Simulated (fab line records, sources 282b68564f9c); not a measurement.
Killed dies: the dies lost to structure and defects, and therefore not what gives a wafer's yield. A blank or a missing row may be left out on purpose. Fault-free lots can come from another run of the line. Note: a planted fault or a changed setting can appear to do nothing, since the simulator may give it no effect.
Which tool was responsible? / flow rit_cmos / Sampling: 14 lots, 42 wafers, 2 of 202 route steps

WHAT THE GAUGES SHOWED, per wafer
RIT_GATE_OVL_MEAS_17. Usual: GATE_OVL typically reads 0.0 nm, with standard deviation 1.4.
lot=L401; measured=day 2 14:14; on=overlay-01; GATE_OVL (nm)=1.5 0.6 -0.5; flag=
lot=L402; measured=day 3 00:24; on=overlay-01; GATE_OVL (nm)=0.3 0.6 0.9; flag=
lot=L403; measured=day 3 02:23; on=overlay-02; GATE_OVL (nm)=-2.6 -0.4 -2.2; flag=
lot=L404; measured=day 3 06:31; on=overlay-02; GATE_OVL (nm)=1.2 1.0 0.3; flag=
lot=L405; measured=day 3 12:31; on=overlay-01; GATE_OVL (nm)=0.1 1.0 1.1; flag=
lot=L406; measured=day 3 18:40; on=overlay-01; GATE_OVL (nm)=-1.2 0.2 -2.9; flag=
lot=L408; measured=day 4 01:53; on=overlay-02; GATE_OVL (nm)=0.3 -1.2 -0.2; flag=
lot=L409; measured=day 4 08:26; on=overlay-01; GATE_OVL (nm)=0.3 1.7 1.1; flag=
lot=L410; measured=day 4 16:49; on=overlay-01; GATE_OVL (nm)=1.0 -1.0 -1.6; flag=
lot=L415; measured=day 5 16:50; on=overlay-02; GATE_OVL (nm)=1.1 1.0 1.1; flag=
lot=L418; measured=day 6 20:46; on=overlay-01; GATE_OVL (nm)=-149.5 -149.8 -149.1 -149.5 -149.2 -149.5; flag=OFF
lot=L419; measured=day 7 02:14; on=overlay-02; GATE_OVL (nm)=-151.4 -151.2 -151.1 -151.3 -150.9 -151.4; flag=OFF
lot=L422; measured=day 7 17:23; on=overlay-02; GATE_OVL (nm)=0.8 -1.1 0.2; flag=
lot=L424; measured=day 8 03:46; on=overlay-02; GATE_OVL (nm)=1.0 -0.9 -0.1; flag=

WHICH TOOL RAN EACH LOT (tool, then ch and the chambers of the sampled wafers, then the start)
lot=L401; RIT_GATE_EXPOSE_13=iline_stepper-02 ch 0, day 2 13:43
lot=L402; RIT_GATE_EXPOSE_13=iline_stepper-01 ch 0, day 2 23:55
lot=L403; RIT_GATE_EXPOSE_13=iline_stepper-01 ch 0, day 3 01:52
lot=L404; RIT_GATE_EXPOSE_13=iline_stepper-02 ch 0, day 3 06:01
lot=L405; RIT_GATE_EXPOSE_13=iline_stepper-02 ch 0, day 3 11:59
lot=L406; RIT_GATE_EXPOSE_13=iline_stepper-02 ch 0, day 3 18:04
lot=L408; RIT_GATE_EXPOSE_13=iline_stepper-01 ch 0, day 4 01:22
lot=L409; RIT_GATE_EXPOSE_13=iline_stepper-01 ch 0, day 4 07:56
lot=L410; RIT_GATE_EXPOSE_13=iline_stepper-02 ch 0, day 4 16:07
lot=L415; RIT_GATE_EXPOSE_13=iline_stepper-02 ch 0, day 5 16:19
lot=L418; RIT_GATE_EXPOSE_13=iline_stepper-01 ch 0, day 6 20:16
lot=L419; RIT_GATE_EXPOSE_13=iline_stepper-01 ch 0, day 7 01:43
lot=L422; RIT_GATE_EXPOSE_13=iline_stepper-02 ch 0, day 7 16:46
lot=L424; RIT_GATE_EXPOSE_13=iline_stepper-02 ch 0, day 8 02:59
- RIT_GATE_EXPOSE_13: exposes mask M6, target cd 150 nm.

WHAT THE TOOLS THEMSELVES READ (means of the sampled wafers that have a number; where no wafer has one, the mark that the record gives instead)
RIT_GATE_EXPOSE_13. Usual: stage_vel_mm_s 500.04 mm/s, standard deviation 0.24.
lot=L401; tool=iline_stepper-02; stage_vel_mm_s (mm/s)=500.15; flag=
lot=L402; tool=iline_stepper-01; stage_vel_mm_s (mm/s)=500.11; flag=
lot=L403; tool=iline_stepper-01; stage_vel_mm_s (mm/s)=500.02; flag=
lot=L404; tool=iline_stepper-02; stage_vel_mm_s (mm/s)=500.14; flag=
lot=L405; tool=iline_stepper-02; stage_vel_mm_s (mm/s)=500.06; flag=
lot=L406; tool=iline_stepper-02; stage_vel_mm_s (mm/s)=499.96; flag=
lot=L408; tool=iline_stepper-01; stage_vel_mm_s (mm/s)=500.34; flag=
lot=L409; tool=iline_stepper-01; stage_vel_mm_s (mm/s)=500.23; flag=
lot=L410; tool=iline_stepper-02; stage_vel_mm_s (mm/s)=499.97; flag=
lot=L415; tool=iline_stepper-02; stage_vel_mm_s (mm/s)=500.01; flag=
lot=L418; tool=iline_stepper-01; stage_vel_mm_s (mm/s)=500.23; flag=
lot=L419; tool=iline_stepper-01; stage_vel_mm_s (mm/s)=499.92; flag=
lot=L422; tool=iline_stepper-02; stage_vel_mm_s (mm/s)=500.11; flag=
lot=L424; tool=iline_stepper-02; stage_vel_mm_s (mm/s)=499.58; flag=

THE ANSWER, worked out from the rows above alone
Rule: lot off if the mean of its wafers having a number is beyond 3 standard deviations from the usual mean. Also off: a lot with no number at a reading for which 4 or more lots have one. Where the step has rows for the other lots, those lots are counted as sound. Order of review: gauges by route order, followed by the tools' own readings, for which a lot's mean as printed above is used. At the first step where some lot is off, the reading lying furthest off is the one used; lots without a number count as furthest.
Off: L418, L419, at RIT_GATE_OVL_MEAS_17 (GATE_OVL).
If a tool, at a process step before that reading, ran all the lots that are off and no sound lot after the first of them, it fits. The gauges at RIT_GATE_OVL_MEAS_17 are tried like those tools. One candidate fits, namely iline_stepper-01 at RIT_GATE_EXPOSE_13. Its last sound lot is L409 (day 4 07:56), its first lot that is off L418 (day 6 20:16): a fault that began between those two fits.

WHAT THE SIMULATOR HAD PUT IN
Scanner matching overlay: iline_stepper-01, from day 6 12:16 on, at RIT_GATE_EXPOSE_13. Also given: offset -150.
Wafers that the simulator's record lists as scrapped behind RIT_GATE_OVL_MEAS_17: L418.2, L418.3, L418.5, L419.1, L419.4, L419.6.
Lots struck among those shown: L418, L419. Same finding as the rule above.
